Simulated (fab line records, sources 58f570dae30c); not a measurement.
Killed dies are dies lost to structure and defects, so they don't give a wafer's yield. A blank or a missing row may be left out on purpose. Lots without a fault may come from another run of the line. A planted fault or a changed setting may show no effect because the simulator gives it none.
Which tool did it? | flow berkeley_cmos170 | 7 lots, 21 wafers sampled, at 1 step of a route of 331

WHAT THE GAUGES READ, wafer by wafer
UCB170_PLDD_CD_MEAS_06: target cd 1200 nm.
lot  | measured     | on        | cd_nm (nm)
L644 | day 7 18:02  | cd_sem-02 | 1198.6 1197.6 1198.7
L643 | day 8 07:44  | cd_sem-02 | 1200.6 1201.1 1202.1
L651 | day 9 06:47  | cd_sem-01 | 1200.0 1197.8 1199.6
L660 | day 11 02:59 | cd_sem-02 | 1200.2 1200.4 1201.8
L661 | day 11 03:16 | cd_sem-01 | 1199.3 1199.5 1197.7
L663 | day 12 12:37 | cd_sem-02 | 1202.5 1201.6 1201.9
L664 | day 13 05:45 | cd_sem-02 | 1200.6 1201.3 1200.3

WHICH TOOL RAN EACH LOT (tool, then ch and the chambers of the sampled wafers, then the start)
The record holds no process step before these readings.

THE ANSWER, worked out from the rows above alone
Rule: what is usual is taken from the lots themselves. Put in order of their means at a reading, lots are off if they are a third of the lots or fewer, leave a main group of 4 or more, and stand apart from it by a gap of 3 or more times the standard deviation of the main group's means; of several such gaps the widest counts. A main group whose means are all the same, to the digits that the tables above print for the reading, isn't used. A lot without any number at a reading at which 4 lots or more have one is off too. The other lots that the step has rows for count as sound.
No lot is off at any reading shown: from this, nothing can be told.

WHAT THE SIMULATOR HAD PUT IN
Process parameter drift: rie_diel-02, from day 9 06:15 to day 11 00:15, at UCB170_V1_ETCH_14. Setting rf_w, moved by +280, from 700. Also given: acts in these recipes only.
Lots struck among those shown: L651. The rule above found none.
